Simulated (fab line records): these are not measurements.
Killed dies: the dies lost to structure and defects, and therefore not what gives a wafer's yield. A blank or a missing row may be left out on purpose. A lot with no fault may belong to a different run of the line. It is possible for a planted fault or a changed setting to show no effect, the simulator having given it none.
One fault seen from 2 desks + flow berkeley cmos170 + every desk sees just its own numbers, and what lay behind them comes last

== TOOL OWNER'S DESK, rie diel-04 ==
The tool's own readings at UCB170_ACTIVE_ETCH_15 (etches Si3N4 in CH3F/Ar/O2, stops on SiO2, target depth 242 nm, time 151 s): means of the sampled wafers that have a number, for each lot that ran on this tool. The brackets show how far a lot's mean lies from the usual mean; more than 4 standard deviations puts the lot out of limits, marked OUT.
Columns: A = drypump motor current A at UCB170_ACTIVE_ETCH_15, usual 5.6 A; B = oes product au at UCB170_ACTIVE_ETCH_15, usual 0.939 a.u.; C = throttle valve pct at UCB170_ACTIVE_ETCH_15, usual 8.09 %
| lot  | first seen here | A   | B     | C    |
|------|-----------------|-----|-------|------|
| L445 | day 6 22:37     | 5.0 | 0.942 | 8.14 |
| L457 | day 10 05:31    | 5.3 | 0.942 | 8.17 |
This desk's finding: nothing out of limits on any of the 2 lots.

== AT THE METROLOGY DESK ==
What the gauges read for every lot (on any tool): the sampled wafers with a number, averaged. The brackets show how far a lot's mean lies from the usual mean; more than 4 standard deviations puts the lot out of limits, marked OUT.
Columns: A = ACTIVE_OXIDE_THK at UCB170_ACTIVE_THK_MEAS_03, usual 26.2 nm; B = ACTIVE_NITRIDE_THK at UCB170_ACTIVE_THK_MEAS_06, usual 220.4 nm; C = cd nm at UCB170_ACTIVE_CD_MEAS_13, usual 1199.8 nm; D = ACTIVE_OVL at UCB170_ACTIVE_OVL_MEAS_14, usual 1 nm
| lot  | first seen here | A    | B     | C      | D  |
|------|-----------------|------|-------|--------|----|
| L436 | day 4 23:21     | 26.1 | 220.5 | 1201.1 | 7  |
| L445 | day 6 15:29     | 25.7 | 222.6 | 1199.8 | -3 |
| L454 | day 9 11:56     | 26.2 | 219.1 | 1197.7 | -7 |
| L453 | day 9 12:03     | 25.9 | 222.4 | 1199.6 | 7  |
| L457 | day 9 19:23     | 26.1 | 218.0 | 1198.2 | 1  |
This desk's finding: nothing out of limits on any of the 5 lots.

== BROUGHT TOGETHER ==
Nothing out of limits was seen by the tool owner's desk.
At the metrology desk, nothing out of limits was observed.

== WHAT THE SIMULATOR PUT IN ==
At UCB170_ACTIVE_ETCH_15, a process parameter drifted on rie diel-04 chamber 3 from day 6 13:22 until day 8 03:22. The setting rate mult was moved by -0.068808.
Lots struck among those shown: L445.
